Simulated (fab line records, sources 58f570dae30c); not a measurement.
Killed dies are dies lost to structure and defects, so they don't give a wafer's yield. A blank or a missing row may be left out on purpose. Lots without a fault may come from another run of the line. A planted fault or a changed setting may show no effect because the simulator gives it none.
Which tool did it? | flow berkeley_cmos170 | 14 lots, 42 wafers sampled, at 7 steps of a route of 331

WHAT THE GAUGES READ, wafer by wafer
UCB170_PWELL_OVL_MEAS_13.
lot  | measured    | on         | PWELL_OVL (nm)
L344 | day 3 11:43 | overlay-01 | -1 -4 3
L345 | day 3 19:05 | overlay-01 | 3 8 12
L346 | day 3 18:48 | overlay-02 | 4 6 0
L347 | day 4 15:23 | overlay-02 | 8 -8 8
L348 | day 4 15:28 | overlay-02 | 2 -3 4
L349 | day 4 15:06 | overlay-02 | 8 -6 -3
L351 | day 5 01:52 | overlay-01 | 0 -5 -9
L353 | day 5 15:34 | overlay-01 | 12 1 3
L352 | day 5 15:50 | overlay-02 | 11 -5 7
L356 | day 6 07:50 | overlay-02 | 5 6 3
L357 | day 6 07:31 | overlay-01 | -6 -10 0
L361 | day 7 06:23 | overlay-02 | 2 7 8
L364 | day 7 19:29 | overlay-02 | -3 1 1
L365 | day 8 03:32 | overlay-01 | -7 -8 2

UCB170_PFIELD_OVL_MEAS_06.
lot  | measured    | on         | PFIELD_OVL (nm)
L344 | day 4 21:40 | overlay-01 | 2 -1 1
L345 | day 5 03:09 | overlay-01 | -1 -7 -12
L346 | day 5 03:16 | overlay-02 | -1 -1 3
L347 | day 6 03:16 | overlay-01 | -8 0 -4
L348 | day 6 03:22 | overlay-02 | -5 -2 -15
L349 | day 6 02:43 | overlay-01 | 9 -8 -1
L351 | day 6 09:35 | overlay-01 | -2 -2 -6
L353 | day 7 02:21 | overlay-02 | -2 3 -4
L352 | day 7 05:25 | overlay-01 | -3 4 2
L356 | day 7 21:23 | overlay-02 | -7 -12 -1
L357 | day 7 21:12 | overlay-02 | -6 -4 -2
L361 | day 8 16:47 | overlay-01 | -11 3 -1
L364 | day 9 05:32 | overlay-02 | 2 -4 3
L365 | day 9 17:23 | overlay-01 | 9 6 3

UCB170_FIELD_THK_MEAS_02.
lot  | measured    | on            | FIELD_OXIDE_THK (nm)
L344 | day 5 04:14 | film_metro-01 | 555 560 563
L345 | day 5 09:56 | film_metro-04 | 548 549 548
L346 | day 5 09:56 | film_metro-03 | 567 570 570
L347 | day 6 10:20 | film_metro-01 | 541 534 537
L348 | day 6 10:19 | film_metro-03 | 554 561 557
L349 | day 6 10:19 | film_metro-04 | 558 558 568
L351 | day 6 20:07 | film_metro-01 | 867 863 867
L353 | day 7 08:20 | film_metro-04 | 564 568 560
L352 | day 7 14:28 | film_metro-04 | 553 563 565
L356 | day 8 04:19 | film_metro-03 | 552 551 550
L357 | day 8 08:37 | film_metro-03 | 876 849 861
L361 | day 9 00:34 | film_metro-04 | 559 561 561
L364 | day 9 13:09 | film_metro-04 | 543 546 552
L365 | day 9 23:22 | film_metro-01 | 557 553 554

UCB170_FIELD_THK_MEAS_90.
lot  | measured     | on            | FIELD_OXIDE_LEFT_1_THK (nm)
L344 | day 5 13:17  | film_metro-04 | 439 443 446
L345 | day 5 20:33  | film_metro-01 | 431 432 431
L346 | day 5 20:29  | film_metro-01 | 450 452 453
L347 | day 6 20:39  | film_metro-03 | 422 417 419
L348 | day 6 20:38  | film_metro-04 | 437 443 441
L349 | day 6 20:38  | film_metro-01 | 441 442 452
L351 | day 7 02:22  | film_metro-04 | 751 747 750
L353 | day 7 18:35  | film_metro-01 | 449 452 444
L352 | day 8 00:13  | film_metro-01 | 436 447 448
L356 | day 8 13:23  | film_metro-04 | 435 435 434
L357 | day 8 16:54  | film_metro-03 | 759 733 745
L361 | day 9 10:13  | film_metro-03 | 441 444 444
L364 | day 9 23:18  | film_metro-03 | 425 428 434
L365 | day 10 09:36 | film_metro-01 | 441 437 439

UCB170_FIELD_THK_MEAS_91.
lot  | measured     | on            | FIELD_OXIDE_LEFT_2_THK (nm)
L344 | day 6 08:32  | film_metro-04 | 351 356 359
L345 | day 6 17:11  | film_metro-01 | 343 344 343
L346 | day 6 17:28  | film_metro-01 | 362 364 365
L347 | day 7 16:41  | film_metro-01 | 334 328 331
L348 | day 7 16:24  | film_metro-04 | 349 355 352
L349 | day 7 15:51  | film_metro-01 | 353 354 364
L351 | day 8 01:53  | film_metro-01 | 661 658 661
L353 | day 8 13:28  | film_metro-01 | 361 364 357
L352 | day 8 21:49  | film_metro-04 | 347 358 360
L356 | day 9 12:14  | film_metro-04 | 346 346 345
L357 | day 9 12:02  | film_metro-04 | 672 645 657
L361 | day 10 07:41 | film_metro-03 | 354 356 356
L364 | day 10 20:47 | film_metro-01 | 336 339 345
L365 | day 11 08:05 | film_metro-03 | 353 350 351

WHICH TOOL RAN EACH LOT (tool, then ch and the chambers of the sampled wafers, then the start)
lot  | UCB170_NWELL_STRIP_15               | UCB170_FIELD_OXIDATION_01
L344 | plasma_asher-01 ch 0,1, day 2 20:31 | furnace-01 ch 0, day 5 01:13
L345 | plasma_asher-03 ch 0, day 3 01:35   | furnace-04 ch 0, day 5 06:56
L346 | plasma_asher-01 ch 0,1, day 3 01:41 | furnace-04 ch 0, day 5 06:56
L347 | plasma_asher-02 ch 0,1, day 3 14:02 | furnace-04 ch 0, day 6 07:19
L348 | plasma_asher-01 ch 0,1, day 3 19:40 | furnace-04 ch 0, day 6 07:19
L349 | plasma_asher-03 ch 0,1, day 4 00:27 | furnace-04 ch 0, day 6 07:19
L351 | plasma_asher-03 ch 0,1, day 4 08:19 | furnace-01 ch 0, day 6 13:11 and furnace-04 ch 0, day 6 17:05
L353 | plasma_asher-02 ch 0,1, day 4 18:41 | furnace-04 ch 0, day 7 05:20
L352 | plasma_asher-01 ch 0,1, day 4 18:58 | furnace-02 ch 0, day 7 11:28
L356 | plasma_asher-03 ch 0,1, day 5 12:06 | furnace-04 ch 0, day 8 01:16
L357 | plasma_asher-02 ch 0,1, day 5 12:08 | furnace-04 ch 0, day 8 01:16
L361 | plasma_asher-03 ch 1, day 6 10:39   | furnace-01 ch 0, day 8 21:34
L364 | plasma_asher-03 ch 0,1, day 6 23:01 | furnace-04 ch 0, day 9 10:08
L365 | plasma_asher-03 ch 0,1, day 7 09:28 | furnace-04 ch 0, day 9 20:20
- UCB170_NWELL_STRIP_15: strips in O2.
- UCB170_FIELD_OXIDATION_01: target thk 558.3 nm, ox time 7200 s.

WHAT THE TOOLS THEMSELVES READ (means of the sampled wafers that have a number; where no wafer has one, the mark that the record gives instead)
UCB170_NWELL_STRIP_15.
lot  | tool            | chamber_pressure_mTorr (mTorr) | drypump_motor_current_A (A) | oes_product_au (a.u.) | strip_time_to_endpoint_s (s)
L344 | plasma_asher-01 | 3501                           | 5.6                         | 0.722                 | 18.06
L345 | plasma_asher-03 | 3501                           | 5.9                         | 0.721                 | 18.00
L346 | plasma_asher-01 | 3502                           | 5.6                         | 0.724                 | 18.15
L347 | plasma_asher-02 | 3499                           | 5.6                         | 0.724                 | 18.09
L348 | plasma_asher-01 | 3500                           | 5.6                         | 0.722                 | 17.97
L349 | plasma_asher-03 | 3501                           | 6.2                         | 0.721                 | 18.07
L351 | plasma_asher-03 | 3499                           | 6.0                         | 0.723                 | 18.00
L353 | plasma_asher-02 | 3499                           | 5.6                         | 0.721                 | 18.15
L352 | plasma_asher-01 | 3501                           | 5.4                         | 0.721                 | 17.99
L356 | plasma_asher-03 | 3498                           | 6.2                         | 0.723                 | 18.00
L357 | plasma_asher-02 | 3501                           | 5.6                         | 0.720                 | 18.10
L361 | plasma_asher-03 | 3503                           | 6.3                         | 0.719                 | 18.11
L364 | plasma_asher-03 | 3498                           | 6.2                         | 0.719                 | 18.00
L365 | plasma_asher-03 | 3498                           | 6.2                         | 0.721                 | 18.07

UCB170_FIELD_OXIDATION_01.
lot  | tool                  | ox_temp_c_max
L344 | furnace-01            | 1004.8
L345 | furnace-04            | 1005.0
L346 | furnace-04            | 1004.3
L347 | furnace-04            | 1004.6
L348 | furnace-04            | 1003.9
L349 | furnace-04            | 1004.1
L351 | furnace-01/furnace-04 | 1004.3
L353 | furnace-04            | 1004.5
L352 | furnace-02            | 1002.0
L356 | furnace-04            | 1003.7
L357 | furnace-04            | 1004.0
L361 | furnace-01            | 1004.1
L364 | furnace-04            | 1003.9
L365 | furnace-04            | 1004.2

THE ANSWER, worked out from the rows above alone
Rule: what is usual is taken from the lots themselves. Put in order of their means at a reading, lots are off if they are a third of the lots or fewer, leave a main group of 4 or more, and stand apart from it by a gap of 3 or more times the standard deviation of the main group's means; of several such gaps the widest counts. A main group whose means are all the same, to the digits that the tables above print for the reading, isn't used. A lot without any number at a reading at which 4 lots or more have one is off too. The other lots that the step has rows for count as sound. The gauges are gone through in route order, then the tools' own readings, and for those a lot's mean is taken as printed above. The first step at which some lot is off is used, and at that step the reading that is off furthest; a lot without a number counts as furthest.
Off: L351, L357, at UCB170_FIELD_THK_MEAS_02 (FIELD_OXIDE_THK). The main group: mean 556 nm, standard deviation 8.3.
A tool fits if, at a process step before that reading, it ran every lot that is off, and no sound lot after the first of them. The gauges at UCB170_FIELD_THK_MEAS_02 are tried like those tools. None of those tried fits.

WHAT THE SIMULATOR HAD PUT IN
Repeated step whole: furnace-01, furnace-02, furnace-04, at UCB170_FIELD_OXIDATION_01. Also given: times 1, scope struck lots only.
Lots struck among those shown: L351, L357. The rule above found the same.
